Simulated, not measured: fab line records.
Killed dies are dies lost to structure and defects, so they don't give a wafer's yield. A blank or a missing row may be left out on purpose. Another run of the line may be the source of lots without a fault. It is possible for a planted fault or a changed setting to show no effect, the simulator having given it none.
Which tool is to blame? / flow rit-cmos / 14 lots with 42 wafers sampled at 2 steps, on a route of 202 steps

WHAT THE GAUGES SHOWED, per wafer
The record lacks any reading of a measuring or inspecting step that a usual standard deviation could be used to judge.

EACH LOT AND THE TOOL THAT RAN IT (in order: tool; ch and the chambers of the sampled wafers; start)
lot=L950; RIT_PWELL_STRIP_09=plasma-asher-01 ch 0,1, day 1 23:53; RIT_M1_PROBE_99=-
lot=L951; RIT_PWELL_STRIP_09=plasma-asher-04 ch 0,1, day 2 04:47; RIT_M1_PROBE_99=-
lot=L952; RIT_PWELL_STRIP_09=plasma-asher-02 ch 0,1, day 2 09:50; RIT_M1_PROBE_99=-
lot=L954; RIT_PWELL_STRIP_09=plasma-asher-04 ch 0,1, day 2 19:04; RIT_M1_PROBE_99=-
lot=L955; RIT_PWELL_STRIP_09=plasma-asher-02 ch 0,1, day 3 01:34; RIT_M1_PROBE_99=prober-02, day 4 13:00
lot=L956; RIT_PWELL_STRIP_09=plasma-asher-02 ch 1, day 3 05:45; RIT_M1_PROBE_99=prober-01, day 4 22:35
lot=L957; RIT_PWELL_STRIP_09=plasma-asher-01 ch 0,1, day 3 11:26; RIT_M1_PROBE_99=-
lot=L962; RIT_PWELL_STRIP_09=plasma-asher-02 ch 0,1, day 4 13:50; RIT_M1_PROBE_99=prober-01, day 6 01:11
lot=L963; RIT_PWELL_STRIP_09=plasma-asher-02 ch 0,1, day 4 16:42; RIT_M1_PROBE_99=prober-02, day 6 08:55
lot=L967; RIT_PWELL_STRIP_09=plasma-asher-04 ch 0,1, day 5 14:11; RIT_M1_PROBE_99=-
lot=L968; RIT_PWELL_STRIP_09=plasma-asher-01 ch 0,1, day 5 21:34; RIT_M1_PROBE_99=-
lot=L970; RIT_PWELL_STRIP_09=plasma-asher-04 ch 0,1, day 6 02:52; RIT_M1_PROBE_99=prober-01, day 7 18:13
lot=L971; RIT_PWELL_STRIP_09=plasma-asher-01 ch 0,1, day 6 13:12; RIT_M1_PROBE_99=-
lot=L973; RIT_PWELL_STRIP_09=plasma-asher-01 ch 0,1, day 6 18:31; RIT_M1_PROBE_99=prober-01, day 8 08:44
- RIT_PWELL_STRIP_09: strips in O2, time 180 s.
- RIT_M1_PROBE_99

AS READ BY THE TOOLS THEMSELVES (means over the sampled wafers that have a number; for cases with no such wafer, the mark the record gives instead)
RIT_PWELL_STRIP_09. Usual: chamber-pressure-mTorr 4000 mTorr, standard deviation 4.2; drypump-motor-current-A 5.4 A, standard deviation 0.67; o2-flow-sccm 4002 sccm, standard deviation 12.
lot=L950; tool=plasma-asher-01; chamber-pressure-mTorr (mTorr)=3999; drypump-motor-current-A (A)=5.4; o2-flow-sccm (sccm)=4007; flag=
lot=L951; tool=plasma-asher-04; chamber-pressure-mTorr (mTorr)=3997; drypump-motor-current-A (A)=6.2; o2-flow-sccm (sccm)=3998; flag=
lot=L952; tool=plasma-asher-02; chamber-pressure-mTorr (mTorr)=4001; drypump-motor-current-A (A)=4.9; o2-flow-sccm (sccm)=3995; flag=
lot=L954; tool=plasma-asher-04; chamber-pressure-mTorr (mTorr)=4000; drypump-motor-current-A (A)=6.0; o2-flow-sccm (sccm)=4000; flag=
lot=L955; tool=plasma-asher-02; chamber-pressure-mTorr (mTorr)=4001; drypump-motor-current-A (A)=5.0; o2-flow-sccm (sccm)=4000; flag=
lot=L956; tool=plasma-asher-02; chamber-pressure-mTorr (mTorr)=3996; drypump-motor-current-A (A)=4.7; o2-flow-sccm (sccm)=4004; flag=
lot=L957; tool=plasma-asher-01; chamber-pressure-mTorr (mTorr)=4003; drypump-motor-current-A (A)=5.9; o2-flow-sccm (sccm)=4005; flag=
lot=L962; tool=plasma-asher-02; chamber-pressure-mTorr (mTorr)=4000; drypump-motor-current-A (A)=5.0; o2-flow-sccm (sccm)=3732; flag=OFF
lot=L963; tool=plasma-asher-02; chamber-pressure-mTorr (mTorr)=4003; drypump-motor-current-A (A)=5.0; o2-flow-sccm (sccm)=3731; flag=OFF
lot=L967; tool=plasma-asher-04; chamber-pressure-mTorr (mTorr)=3997; drypump-motor-current-A (A)=6.0; o2-flow-sccm (sccm)=4003; flag=
lot=L968; tool=plasma-asher-01; chamber-pressure-mTorr (mTorr)=4003; drypump-motor-current-A (A)=5.9; o2-flow-sccm (sccm)=4009; flag=
lot=L970; tool=plasma-asher-04; chamber-pressure-mTorr (mTorr)=4002; drypump-motor-current-A (A)=6.2; o2-flow-sccm (sccm)=4014; flag=
lot=L971; tool=plasma-asher-01; chamber-pressure-mTorr (mTorr)=4000; drypump-motor-current-A (A)=5.9; o2-flow-sccm (sccm)=4003; flag=
lot=L973; tool=plasma-asher-01; chamber-pressure-mTorr (mTorr)=4001; drypump-motor-current-A (A)=5.9; o2-flow-sccm (sccm)=3995; flag=

RIT_M1_PROBE_99. Usual: killed-at-contacts 0.1, standard deviation 0.28; killed-at-front-end 7.0, standard deviation 2.9; killed-dies 7.0, standard deviation 2.9; killed-open 3.4, standard deviation 2.1; killed-short 3.6, standard deviation 1.7.
lot=L955 tool=prober-02 killed-at-contacts=0.0 killed-at-front-end=7.0 killed-dies=7.0 killed-open=4.0 killed-short=3.0 flag=
lot=L956 tool=prober-01 killed-at-contacts=0.0 killed-at-front-end=9.7 killed-dies=9.7 killed-open=4.7 killed-short=5.0 flag=
lot=L962 tool=prober-01 killed-at-contacts=0.0 killed-at-front-end=10.0 killed-dies=10.0 killed-open=3.7 killed-short=6.3 flag=
lot=L963 tool=prober-02 killed-at-contacts=0.3 killed-at-front-end=5.3 killed-dies=5.7 killed-open=2.3 killed-short=3.3 flag=
lot=L970 tool=prober-01 killed-at-contacts=0.0 killed-at-front-end=11.0 killed-dies=11.0 killed-open=7.0 killed-short=4.0 flag=
lot=L973 tool=prober-01 killed-at-contacts=0.3 killed-at-front-end=6.3 killed-dies=6.7 killed-open=3.0 killed-short=3.7 flag=

THE ANSWER, worked out from the rows above alone
Rule: a lot counts as off when the mean over its wafers that have a number is more than 3 standard deviations away from the usual mean. A lot without any number at a reading at which 4 lots or more have one is off too. The other lots that the step has rows for count as sound. After the gauges, taken in route order, come the tools' own readings; for these a lot's mean is taken, as printed above. At the first step where some lot is off, the reading lying furthest off is the one used; lots without a number count as furthest.
Off at RIT_PWELL_STRIP_09 (o2-flow-sccm): L962, L963.
If a tool, at that step or one of the process steps before it, ran each lot that is off and ran no sound lot following the first of them, it fits. One fits: plasma-asher-02 at RIT_PWELL_STRIP_09. Its last sound lot is L956 (day 3 05:45), its first lot that is off L962 (day 4 13:50): a fault that began between those two fits.
The tool's own readings at RIT_PWELL_STRIP_09 bear it out: on the lots that are off they differ by more than 5 times the standard deviation of the sound lots' means. o2-flow-sccm reads 3732 sccm there against 4003 sccm on the sound lots.

WHAT THE SIMULATOR PUT IN
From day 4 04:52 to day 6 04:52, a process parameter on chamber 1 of plasma-asher-02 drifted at RIT_PWELL_STRIP_09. From 4000, the setting o2-flow-sccm moved by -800. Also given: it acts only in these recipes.
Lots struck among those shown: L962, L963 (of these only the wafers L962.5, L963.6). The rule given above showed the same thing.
